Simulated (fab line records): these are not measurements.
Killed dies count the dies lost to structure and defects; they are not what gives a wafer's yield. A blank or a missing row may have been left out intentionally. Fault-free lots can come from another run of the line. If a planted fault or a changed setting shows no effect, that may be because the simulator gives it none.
fab line records	flow rit_cmos
[record] lots = 6	wafers = 18	last_day = 7
route steps=202 shown M1@184
lots untouched by any fault: they come from a run of this same line in which no faults occurred
start_h: hours from the record's first day to the start of the lot's first wafer shown	wait_h: hours elapsed since this lot's preceding step	" the same as in the row above	L1.1+2: one row covering several wafers at once	- no value present, or no start provided	* or withheld: withheld	< > ~ a bound
route shown NAME@n: names a module that has steps shown in the file, with the first one's number in the route	usual: average and standard deviation across the fault-free wafers	same: alike in all rows	chamber/n: place in a boat	sites: each site's reading	_std_site: the standard deviation of these	_edge_site: inner sites' mean taken away from outer sites' mean	radius_mm: for every site, how far away it sits from the centre of the wafer	mask NAME#n: copy n	behind: the most recent tool/chamber to have shaped the wafer	hold: reason for holding the lot/hours on hold/outcome of the hold	device: transistor that didn't switch, given as n, p or np	end of line: the route-end tests of the same wafers	a step with no rows: only its recipe	killed: dies that structure and defects cost at the first sort, which is not the same as the wafer's yield	map: a wafer's dies, marking killed ones x, the rest . and places with no die _
set.NAME: the run value of the setting; set.NAME@STEP: its run value at that earlier step	model.NAME: the simulator's own value behind a step, which no gauge read
lots seen at some steps along the route; tables by step, rows by wafer
services: the hour from which a tool's chamber was out of use, counted from the record's first day as start_h (under 0 if before that day), plus the number of hours and why
[[steps]]
[step RIT_M1_SPUTTER_00]
[recipe] material = Al	target_thk_nm = 400	power_w = 2000	chamber_pressure_pa = 0.4	gas = Ar	time_s = 500	substrate_temp_c = 25
[usual] throttle_valve_pct = 29.5/0.67
lot.wafer	tool	chamber	start_h	wait_h	throttle_valve_pct
L600.2	pvd_sputter-01	-	77.07	0.0	30.0
L600.4	"	-	"	"	29.7
L600.5	"	-	"	"	29.7
L602.2	pvd_sputter-03	-	83.53	0.0	28.1
L602.3	"	-	"	"	29.5
L602.6	"	-	"	"	29.8
L608.1	pvd_sputter-03	-	112.26	0.0	29.6
L608.4	"	-	"	"	30.3
L608.5	"	-	"	"	28.1
L611.1	pvd_sputter-01	-	128.91	0.0	30.1
L611.3	"	-	"	"	28.8
L611.4	"	-	"	"	29.4
L615.1	pvd_sputter-01	-	148.33	0.0	30.2
L615.5	"	-	"	"	30.0
L615.6	"	-	"	"	29.1
L616.3	pvd_sputter-03	-	153.52	0.0	29.6
L616.4	"	-	"	"	28.2
L616.6	"	-	"	"	29.8
[step RIT_M1_RS_MEAS_01]
[recipe] thk_meas_gauge = four-point-probe	reads = Al_of_M1_SPUTTER_00
[usual] M1_AL_RS = 0.0732/0.00068
lot.wafer	tool	chamber	start_h	wait_h	M1_AL_RS[ohm/sq]
L600.2	film_metro-03	-	77.38	0.2	0.0737
L600.4	"	-	"	"	0.0733
L600.5	"	-	"	"	0.0734
L602.2	film_metro-02	-	83.85	0.2	0.0727
L602.3	"	-	"	"	0.0729
L602.6	"	-	"	"	0.0726
L608.1	film_metro-03	-	112.55	0.1	0.0720
L608.4	"	-	"	"	0.0731
L608.5	"	-	"	"	0.0727
L611.1	film_metro-03	-	129.21	0.1	0.0750
L611.3	"	-	"	"	0.0738
L611.4	"	-	"	"	0.0735
L615.1	film_metro-03	-	148.62	0.1	0.0732
L615.5	"	-	"	"	0.0727
L615.6	"	-	"	"	0.0729
L616.3	film_metro-02	-	153.85	0.2	0.0732
L616.4	"	-	"	"	0.0726
L616.6	"	-	"	"	0.0732
[step RIT_M1_THK_MEAS_02]
[recipe] thk_meas_gauge = xrf	reads = Al_of_M1_SPUTTER_00
[usual] M1_AL_THK = 400/4
lot.wafer	tool	chamber	start_h	wait_h	M1_AL_THK[nm]
L600.2	film_metro-03	-	77.49	0.1	400
L600.4	"	-	"	"	402
L600.5	"	-	"	"	401
L602.2	film_metro-02	-	83.96	0.1	399
L602.3	"	-	"	"	400
L602.6	"	-	"	"	402
L608.1	film_metro-03	-	112.67	0.1	409
L608.4	"	-	"	"	402
L608.5	"	-	"	"	406
L611.1	film_metro-03	-	129.33	0.1	394
L611.3	"	-	"	"	400
L611.4	"	-	"	"	401
L615.1	film_metro-03	-	148.74	0.1	401
L615.5	"	-	"	"	404
L615.6	"	-	"	"	404
L616.3	film_metro-02	-	153.95	0.1	398
L616.4	"	-	"	"	399
L616.6	"	-	"	"	397
[step RIT_M1_HMDS_03]
[recipe] prime_time_s = 60	prime_temp_c = 140
[step RIT_M1_COAT_04]
[recipe] resist = NOVOLAK	spin_rpm = 2000	resist_thk_nm = 1317
[step RIT_M1_SOFTBAKE_05]
[recipe] resist = NOVOLAK	temp_c = 90	time_s = 60
[step RIT_M1_EXPOSE_06]
[recipe] mask_id = M12	na = 0.6	source_shape = conventional	sigma_outer = 0.5	target_cd_nm = 2600	dose_mj = 250
[step RIT_M1_PEB_07]
[recipe] resist = NOVOLAK	temp_c = withheld	time_s = withheld
[step RIT_M1_DEVELOP_08]
[recipe] resist = NOVOLAK	develop_time_s = 68	dev_temp_c = 23
[step RIT_M1_CD_MEAS_09]
[recipe] target_cd_nm = 2600
[usual] cd_nm = 2599.6/2.1
lot.wafer	tool	chamber	start_h	wait_h	cd_nm
L600.2	cd_sem-01	-	78.58	-	2601.8
L600.4	"	-	"	"	2600.4
L600.5	"	-	"	"	2601.5
L602.2	cd_sem-01	-	84.91	-	2598.5
L602.3	"	-	"	"	2600.8
L602.6	"	-	"	"	2599.1
L608.1	cd_sem-01	-	113.61	-	2599.1
L608.4	"	-	"	"	2600.9
L608.5	"	-	"	"	2600.6
L611.1	cd_sem-01	-	130.27	-	2600.3
L611.3	"	-	"	"	2601.4
L611.4	"	-	"	"	2601.0
L615.1	cd_sem-02	-	149.68	-	2597.7
L615.5	"	-	"	"	2595.2
L615.6	"	-	"	"	2598.2
L616.3	cd_sem-02	-	154.91	-	2600.3
L616.4	"	-	"	"	2601.5
L616.6	"	-	"	"	2602.6
[step RIT_M1_OVL_MEAS_10]
[usual] M1_OVL = 0.4/1.3
lot.wafer	tool	chamber	start_h	wait_h	M1_OVL[nm]
L600.2	overlay-02	-	78.69	0.1	-0.7
L600.4	"	-	"	"	-0.5
L600.5	"	-	"	"	0.4
L602.2	overlay-02	-	85.01	0.1	-1.9
L602.3	"	-	"	"	-1.1
L602.6	"	-	"	"	-0.5
L608.1	overlay-01	-	113.73	0.1	0.6
L608.4	"	-	"	"	-0.3
L608.5	"	-	"	"	0.0
L611.1	overlay-01	-	130.39	0.1	0.2
L611.3	"	-	"	"	-0.3
L611.4	"	-	"	"	-1.5
L615.1	overlay-01	-	149.80	0.1	-2.1
L615.5	"	-	"	"	-2.6
L615.6	"	-	"	"	-2.7
L616.3	overlay-02	-	155.01	0.1	-0.2
L616.4	"	-	"	"	0.1
L616.6	"	-	"	"	0.1
[step RIT_M1_HARDBAKE_11]
[recipe] resist = NOVOLAK	temp_c = 140	time_s = 120
[step RIT_M1_METAL_ETCH_12]
[recipe] stop_on = SiO2	chemistry = Cl2/BCl3	target = Al	time_s = 165	over_etch_frac = 0.5	pressure_mtorr = 100	target_depth_a = 6000	rf_w = 250	Cl2_flow_sccm = 60	bcl3_flow_sccm = 50
[usual] bcl3_flow_sccm = 50.01/0.14	drypump_motor_current_A = 5.8/0.61	oes_product_au = 0.780/0.011	rf_fwd_power_W = 248.8/0.8	throttle_valve_pct = 8.39/0.12
lot.wafer	tool	chamber	start_h	wait_h	bcl3_flow_sccm	drypump_motor_current_A	oes_product_au	rf_fwd_power_W	rf_hours_counter_h	throttle_valve_pct	model.NOVOLAK_of_M1_COAT_04.thk_nm	model.M1.cd_nm	model.SiO2_of_CONTACT_CVD_00.thk_nm
L600.2	rie_metal-01	0	78.97	0.2	50.17	5.7	0.773	248.4	0.4	8.27	831.6	2604	357.5
L600.4	"	1	"	"	49.97	6.6	0.790	249.2	-	8.51	823.9	2602	364.4
L600.5	"	0	"	"	49.94	5.8	0.772	247.0	-	8.27	830.3	2606	360.9
L602.2	rie_metal-03	0	85.29	0.2	49.87	5.2	0.775	248.4	2.9	8.45	821.5	2599	362.1
L602.3	"	0	"	"	49.92	5.2	0.772	248.1	-	8.43	824.8	2601	361.8
L602.6	"	0	"	"	49.96	5.2	0.781	248.3	-	8.45	822.4	2598	374
L608.1	rie_metal-03	1	114.02	0.2	49.92	5.1	0.775	249.4	2.9	8.50	816.9	2599	362.4
L608.4	"	0	"	"	50.13	5.2	0.783	422.8	-	8.43	600.7	2557	346.5
L608.5	"	1	"	"	50.02	5.1	0.776	249.2	-	8.50	818.1	2600	367.2
L611.1	rie_metal-03	1	130.83	0.2	50.26	5.1	0.766	250.0	3.1	8.50	818.7	2601	356.7
L611.3	"	1	"	"	49.92	5.1	0.764	250.4	-	8.50	813.2	2601	362.6
L611.4	"	0	"	"	49.99	5.2	0.776	422.5	-	8.42	593.3	2557	340.2
L615.1	rie_metal-01	1	150.09	0.2	50.23	6.6	0.783	248.5	2.0	8.49	826	2600	361.5
L615.5	"	1	"	"	50.00	6.6	0.780	248.5	-	8.49	831.1	2597	373.7
L615.6	"	0	"	"	49.81	5.8	0.770	248.7	-	8.27	828.6	2600	370.5
L616.3	rie_metal-04	0	155.33	0.2	50.14	6.5	0.778	250.1	-	8.40	823.5	2601	363.9
L616.4	"	1	"	"	50.08	6.0	0.804	248.6	-	8.16	815.6	2600	364.7
L616.6	"	0	"	"	50.17	6.5	0.775	250.7	-	8.40	823	2602	372.4
[step RIT_M1_STRIP_13]
[recipe] chemistry = nmp	resist = NOVOLAK	temp_c = 80	time_s = 600	dry = n2_spin
[step RIT_M1_STRIP_14]
[recipe] chemistry = O2	time_s = 180	platen_temp_c = withheld	power_w = 500	pressure_mtorr = 4000	o2_flow_sccm = 4000
[usual] drypump_motor_current_A = 5.4/0.33
lot.wafer	tool	chamber	start_h	wait_h	drypump_motor_current_A	rf_hours_counter_h
L600.2	plasma_asher-04	0	79.30	0.0	4.9	29
L600.4	"	1	"	"	5.5	-
L600.5	"	0	"	"	4.9	-
L602.2	plasma_asher-04	0	85.64	0.0	4.9	29
L602.3	"	0	"	"	4.9	-
L602.6	"	0	"	"	4.9	-
L608.1	plasma_asher-03	1	114.36	0.0	5.4	50
L608.4	"	1	"	"	5.5	-
L608.5	"	0	"	"	5.8	-
L611.1	plasma_asher-03	0	131.17	0.0	5.8	52
L611.3	"	1	"	"	5.4	-
L611.4	"	0	"	"	5.8	-
L615.1	plasma_asher-04	0	150.43	0.0	4.9	37
L615.5	"	1	"	"	5.5	-
L615.6	"	0	"	"	4.9	-
L616.3	plasma_asher-03	1	155.69	0.1	5.4	-
L616.4	"	0	"	"	5.8	-
L616.6	"	1	"	"	5.4	-
[step RIT_M1_CD_MEAS_90]
[recipe] target_cd_nm = 2600
[usual] cd_nm = 2600.3/2.4
lot.wafer	tool	chamber	start_h	wait_h	hold	cd_nm
L600.2	cd_sem-02	-	79.50	0.1	-	2604.8
L600.4	"	-	"	"	-	2601.9
L600.5	"	-	"	"	-	2605.7
L602.2	cd_sem-01	-	85.84	0.1	-	2599.1
L602.3	"	-	"	"	-	2601.1
L602.6	"	-	"	"	-	2598.4
L608.1	cd_sem-02	-	114.53	0.1	await_dispo/0.2h/release	2598.9
L608.4	"	-	"	"	await_dispo/0.2h/release	2557.5
L608.5	"	-	"	"	await_dispo/0.2h/release	2600.2
L608.1	cd_sem-02	-	114.82	0.3	-	2598.8
L608.4	"	-	"	"	-	2557.6
L608.5	"	-	"	"	-	2599.8
L611.1	cd_sem-01	-	131.35	0.1	await_dispo/0.2h/release	2600.9
L611.3	"	-	"	"	await_dispo/0.2h/release	2600.9
L611.4	"	-	"	"	await_dispo/0.2h/release	2556.5
L611.1	cd_sem-01	-	131.63	0.3	-	2600.5
L611.3	"	-	"	"	-	2601.0
L611.4	"	-	"	"	-	2556.7
L615.1	cd_sem-02	-	150.60	0.1	-	2599.5
L615.5	"	-	"	"	-	2597.4
L615.6	"	-	"	"	-	2600.3
L616.3	cd_sem-02	-	155.85	0.1	-	2600.9
L616.4	"	-	"	"	-	2599.6
L616.6	"	-	"	"	-	2602.3
[step RIT_M1_PROBE_99]
[usual] defect_limited_yield = 97.3/1.1	killed_at_contacts = 0.1/0.24	killed_at_front_end = 7.1/2.8	killed_dies = 7.2/2.8	killed_open = 3.6/2.1	killed_short = 3.6/1.9	sort_bin_3_pad_short = 0.2/0.25	sort_bin_5_function = 1.6/0.78	sort_bin_6_memory = 1.0/0.65	sort_n_pass = 256.8/2.8	sort_yield_pct = 97.3/1.1
[same] gross_dies = 264	killed_at_M0_to_M3 = 0	killed_at_M4_up = 0	killed_at_back_side = 0	killed_at_other = 0
lot.wafer	tool	chamber	start_h	wait_h	defect_limited_yield[%]	killed_at_contacts	killed_at_front_end	killed_dies	killed_open	killed_short	sort_bin_3_pad_short[%]	sort_bin_5_function[%]	sort_bin_6_memory[%]	sort_n_pass	sort_yield_pct[%]
L600.2	prober-01	-	81.27	0.1	97.7	0	6	6	3	3	0.4	0.8	1.1	258.0	97.7
L600.4	prober-01	-	81.37	0.2	98.1	0	5	5	1	4	0	1.1	0.8	259.0	98.1
L600.5	prober-01	-	81.42	0.2	97.3	0	7	7	4	3	0	2.3	0.4	257.0	97.3
L602.2	prober-01	-	87.61	0.1	98.5	0	4	4	1	3	0	0.4	1.1	260.0	98.5
L602.3	prober-01	-	87.66	0.2	98.9	0	3	3	2	1	0	0.4	0.8	261.0	98.9
L602.6	prober-01	-	87.81	0.2	98.5	0	4	4	2	2	0	1.1	0.4	260.0	98.5
L608.1	prober-02	-	120.07	0.1	95.8	1	10	11	9	2	0	2.7	1.5	253.0	95.8
L608.4	prober-02	-	120.22	0.2	96.6	0	9	9	4	5	0.4	1.9	1.1	255.0	96.6
L608.5	prober-02	-	120.27	0.2	95.8	0	11	11	3	8	0.8	1.9	1.5	253.0	95.8
L611.1	prober-01	-	135.85	0.1	98.1	0	5	5	1	4	0	0.8	1.1	259.0	98.1
L611.3	prober-01	-	135.95	0.2	97.7	0	6	6	6	0	0	1.5	0.8	258.0	97.7
L611.4	prober-01	-	136.00	0.2	96.2	0	10	10	4	6	0.4	1.9	1.5	254.0	96.2
L615.1	prober-01	-	153.02	0.1	96.2	0	10	10	3	7	0	2.7	1.1	254.0	96.2
L615.5	prober-01	-	153.22	0.2	98.1	0	5	5	0	5	0.4	0.4	1.1	259.0	98.1
L615.6	prober-01	-	153.27	0.2	97.3	0	7	7	4	3	0	1.5	1.1	257.0	97.3
// killed by level:class
L600.2 FOX2:geometric_particle:short=2 FOX1:geometric_particle:open=1 GATE:geometric_particle:open=1 SILICIDE:geometric_particle:short=1 SILICIDE:geometric_particle:open=1
L600.4 SPACER:geometric_particle:short=2 FOX2:geometric_particle:short=1 GATE:geometric_particle:open=1 REOX:geometric_particle:short=1
L600.5 SILICIDE:geometric_particle:open=2 FOX2:geometric_particle:short=1 GATE:geometric_particle:open=1 SPACER:geometric_particle:short=1 SPACER:geometric_particle:open=1 SILICIDE:geometric_particle:short=1
L602.2 REOX:geometric_particle:short=2 GATE:geometric_particle:open=1 GATE:geometric_particle:short=1
L602.3 FOX1:geometric_particle:open=1 FOX1:geometric_particle:short=1 GATE:geometric_particle:open=1
L602.6 FOX1:geometric_particle:short=2 FOX2:geometric_particle:open=1 GATE:geometric_particle:open=1
L608.1 FOX1:geometric_particle:open=5 GATE:geometric_particle:short=1 REOX:geometric_particle:open=1 REOX:geometric_particle:short=1 SPACER:geometric_particle:open=1 SILICIDE:geometric_particle:open=1 CONTACT:geometric_particle:open=1
L608.4 GATE:geometric_particle:short=2 SILICIDE:geometric_particle:short=2 SILICIDE:geometric_particle:open=2 FOX2:geometric_particle:short=1 FOX2:geometric_particle:open=1 GATE:geometric_particle:open=1
L608.5 SILICIDE:geometric_particle:open=3 SILICIDE:geometric_particle:short=3 FOX2:geometric_particle:short=2 FOX1:geometric_particle:short=1 REOX:geometric_particle:short=1 SPACER:geometric_particle:short=1
L611.1 GATE:geometric_particle:short=2 FOX2:geometric_particle:short=1 GATE:geometric_particle:open=1 REOX:geometric_particle:short=1
L611.3 ACTIVE:geometric_particle:open=2 SILICIDE:geometric_particle:open=2 FOX1:geometric_particle:open=1 GATE:geometric_particle:open=1
L611.4 GATE:geometric_particle:open=4 GATE:geometric_particle:short=2 SPACER:geometric_particle:short=2 FOX1:geometric_particle:short=1 REOX:geometric_particle:short=1
L615.1 GATE:geometric_particle:short=7 GATE:geometric_particle:open=2 SPACER:geometric_particle:open=1
L615.5 FOX2:geometric_particle:short=2 GATE:geometric_particle:short=2 REOX:geometric_particle:short=1
L615.6 GATE:geometric_particle:open=2 SPACER:geometric_particle:short=2 FOX2:geometric_particle:open=1 REOX:geometric_particle:short=1 SPACER:geometric_particle:open=1
[[services]]
tool	chamber	start_h	hours	kind
plasma_asher-04	-	55.52	12.9	repair
rie_metal-03	1	70.34	12.5	repair
rie_metal-01	0	72.75	5.4	repair
plasma_asher-03	-	96.68	6.2	repair
plasma_asher-03	-	147.66	7.8	repair
[[key]]
[first_sign] step = RIT_M1_METAL_ETCH_12	reading = rf_fwd_power_W	direction = up	sigmas = 99+	usual = 248.8	struck = 422.6
[effect] step = RIT_M1_CD_MEAS_90	reading = visit	direction = added
[effect] step = RIT_M1_CD_MEAS_90	reading = cd_nm	direction = down	sigmas = 18	usual = 2600.3	struck = 2557.0
[model_effect] step = RIT_M1_METAL_ETCH_12	value = NOVOLAK_of_M1_COAT_04.thk_nm	without = 826	struck = 597
met_at RIT_M1_METAL_ETCH_12
struck_wafers L608.4,L611.4
onset_between 85.29 114.02
[fault] kind = process_parameter_drift	tool = rie_metal-03	chamber = 0	onset_h = 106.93	steps = RIT_M1_METAL_ETCH_12	channel = rf_w	offset = 175	shape = step	end_h = 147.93	stated = 250
